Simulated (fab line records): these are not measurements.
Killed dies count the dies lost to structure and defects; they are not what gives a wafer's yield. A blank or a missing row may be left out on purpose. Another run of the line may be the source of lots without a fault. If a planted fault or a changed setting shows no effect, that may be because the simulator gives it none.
Which tool was responsible? | flow rit-cmos | Sampling: 15 lots, 45 wafers, 2 of 202 route steps

## WHAT THE GAUGES SHOWED, per wafer
RIT_PRETRO_TW_MEAS_10. Usual: for PRETRO_TW the level is 477 and the standard deviation is 3.9.
lot  | measured    | on            | PRETRO_TW   | flag
L377 | day 2 16:23 | film-metro-01 | 481 480 480 |
L378 | day 2 20:29 | film-metro-03 | 476 474 473 |
L379 | day 3 01:23 | film-metro-03 | 478 478 479 |
L380 | day 3 06:35 | film-metro-01 | 480 482 482 |
L386 | day 4 12:04 | film-metro-01 | 30 30 30    | OFF
L387 | day 4 16:27 | film-metro-02 | 30 30 30    | OFF
L388 | day 4 22:20 | film-metro-01 | 31 30 30    | OFF
L389 | day 5 00:46 | film-metro-02 | 476 473 471 |
L390 | day 5 06:31 | film-metro-01 | 482 481 482 |
L394 | day 6 03:08 | film-metro-03 | 478 479 480 |
L395 | day 6 08:00 | film-metro-02 | 474 474 471 |
L396 | day 6 11:13 | film-metro-03 | 479 476 476 |
L397 | day 6 17:41 | film-metro-01 | 480 480 480 |
L398 | day 6 23:22 | film-metro-02 | 474 473 472 |
L399 | day 7 04:30 | film-metro-03 | 484 481 479 |

## WHICH TOOL RAN EACH LOT (tool, then ch and the chambers of the sampled wafers, then the start)
lot  | RIT_NRETRO_STRIP_09
L377 | plasma-asher-01 ch 0,1, day 2 14:40
L378 | plasma-asher-04 ch 0,1, day 2 18:38
L379 | plasma-asher-03 ch 0, day 2 23:27
L380 | plasma-asher-04 ch 0,1, day 3 04:52
L386 | plasma-asher-01 ch 0,1, day 4 10:22
L387 | plasma-asher-01 ch 0, day 4 14:43
L388 | plasma-asher-01 ch 0,1, day 4 20:29
L389 | plasma-asher-03 ch 0,1, day 4 23:02
L390 | plasma-asher-01 ch 0,1, day 5 04:40
L394 | plasma-asher-04 ch 0,1, day 6 01:17
L395 | plasma-asher-01 ch 0,1, day 6 06:16
L396 | plasma-asher-01 ch 0,1, day 6 09:29
L397 | plasma-asher-01 ch 0, day 6 15:49
L398 | plasma-asher-04 ch 1, day 6 21:37
L399 | plasma-asher-01 ch 0,1, day 7 02:39
- RIT_NRETRO_STRIP_09: strips in O2, time 180 s.

## WHAT THE TOOLS THEMSELVES READ (means of the sampled wafers that have a number; where no wafer has one, the mark that the record gives instead)
RIT_NRETRO_STRIP_09. Usual: chamber-pressure-mTorr 4000 mTorr, standard deviation 3.7; drypump-motor-current-A 5.7 A, standard deviation 0.63.
lot  | tool            | chamber-pressure-mTorr (mTorr) | drypump-motor-current-A (A) | flag
L377 | plasma-asher-01 | 4001                           | 5.6                         |
L378 | plasma-asher-04 | 3998                           | 6.2                         |
L379 | plasma-asher-03 | 3998                           | 5.2                         |
L380 | plasma-asher-04 | 3997                           | 6.2                         |
L386 | plasma-asher-01 | -                              | -                           | OFF
L387 | plasma-asher-01 | -                              | -                           | OFF
L388 | plasma-asher-01 | -                              | -                           | OFF
L389 | plasma-asher-03 | 4000                           | 5.1                         |
L390 | plasma-asher-01 | 3997                           | 5.6                         |
L394 | plasma-asher-04 | 4004                           | 6.5                         |
L395 | plasma-asher-01 | 4000                           | 5.6                         |
L396 | plasma-asher-01 | 3996                           | 5.3                         |
L397 | plasma-asher-01 | 4003                           | 5.8                         |
L398 | plasma-asher-04 | 4000                           | 6.9                         |
L399 | plasma-asher-01 | 4001                           | 5.3                         |

## THE ANSWER, worked out from the rows above alone
Rule: a lot counts as off when the mean over its wafers that have a number is more than 3 standard deviations away from the usual mean. Also off: a lot with no number at a reading for which 4 or more lots have one. Any other lot the step has rows for is counted as sound. The gauges are gone through in route order, then the tools' own readings, and for those a lot's mean is taken as printed above. At the first step where some lot is off, the reading lying furthest off is the one used; lots without a number count as furthest.
Off: L386, L387, L388, at RIT_PRETRO_TW_MEAS_10 (PRETRO_TW).
If a tool, at a process step before that reading, ran all the lots that are off and no sound lot after the first of them, it fits. The gauges at RIT_PRETRO_TW_MEAS_10 aren't tried: what is off there is off at RIT_NRETRO_STRIP_09 too, on other tools, and a gauge's error can't cause that. No candidate that was tried fits.

## WHAT HAD BEEN PUT IN BY THE SIMULATOR
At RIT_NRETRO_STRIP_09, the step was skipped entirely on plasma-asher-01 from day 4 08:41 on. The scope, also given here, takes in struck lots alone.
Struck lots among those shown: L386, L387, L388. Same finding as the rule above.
